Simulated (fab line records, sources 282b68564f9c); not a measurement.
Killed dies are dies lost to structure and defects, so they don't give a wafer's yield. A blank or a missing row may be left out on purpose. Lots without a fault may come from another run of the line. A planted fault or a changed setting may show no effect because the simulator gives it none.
Chamber matching | flow rit_cmos | RIT_GATE_ETCH_19 on rie_si-02: 4 sister chambers
The step etches poly-Si in SF6/CHF3/O2, stops on SiO2, time 165 s, target depth 312.5 nm. 14 wafers are shown with their chamber, then 7 later ones without.

WAFERS WITH THEIR CHAMBER
wafer  | chamber | throttle_valve_pct (%) | oes_product_au (a.u.) | O2_flow_sccm (sccm)
L223.4 | 0       | 10.09                  | 0.837                 | 4.999
L223.5 | 0       | 10.08                  | 0.835                 | 4.981
L223.6 | 3       | 10.15                  | 0.840                 | 5.017
L225.1 | 0       | 10.08                  | 0.848                 | 4.989
L225.4 | 3       | 10.16                  | 0.839                 | 5.005
L225.5 | 2       | 10.03                  | 0.844                 | 5.015
L227.3 | 2       | 10.02                  | 0.841                 | 4.969
L227.5 | 3       | 10.15                  | 0.844                 | 4.982
L227.6 | 0       | 10.09                  | 0.850                 | 5.018
L229.1 | 3       | 10.17                  | 0.848                 | 5.002
L229.3 | 1       | 10.08                  | 0.866                 | 5.019
L229.6 | 1       | 10.10                  | 0.852                 | 5.015
L231.2 | 3       | 10.17                  | 0.848                 | 4.993
L231.3 | 2       | 10.02                  | 0.843                 | 4.993

SIGNATURES (means of the wafers above)
reading            | chamber 0 | chamber 1 | chamber 2 | chamber 3 | scatter within a chamber
throttle_valve_pct | 10.0850   | 10.0900   | 10.0233   | 10.1600   | 0.00876
oes_product_au     | 0.84250   | 0.85900   | 0.84267   | 0.84380   | 0.0059
O2_flow_sccm       | 4.99675   | 5.01700   | 4.99233   | 4.99980   | 0.0159
Rule: a wafer's distance from a chamber is the root of the sum, over the readings, of the square of ((its reading less the chamber's mean) divided by the reading's scatter). The wafer belongs to the nearest chamber; if the next one is less than 2 further off, it can't be placed. The scatter: the root of (the sum of the squares of (reading less its chamber's mean) over the shown wafers, divided by (wafers less chambers)).

WAFERS WITHOUT THEIR CHAMBER
wafer  | throttle_valve_pct (%) | oes_product_au (a.u.) | O2_flow_sccm (sccm)
L231.6 | 10.08                  | 0.855                 | 4.981
L233.1 | 10.04                  | 0.853                 | 5.002
L233.4 | 10.16                  | 0.844                 | 4.984
L233.5 | 10.11                  | 0.842                 | 4.995
L245.3 | 10.09                  | 0.827                 | 5.001
L245.5 | 10.10                  | 0.826                 | 5.011
L245.6 | 10.08                  | 0.841                 | 5.008

WHICH CHAMBER EACH WENT THROUGH
wafer  | from the rows above     | in truth
L231.6 | can't be placed: 0 or 1 | 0
L233.1 | 2                       | 2
L233.4 | 3                       | 3
L233.5 | can't be placed: 0 or 1 | 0
L245.3 | 0                       | 0
L245.5 | 0                       | 0
L245.6 | 0                       | 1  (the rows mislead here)
Placed correctly: 4 of 7. Can't be placed from these rows: 2 (the true chamber is among the candidates in 2). Placed wrongly: 1.
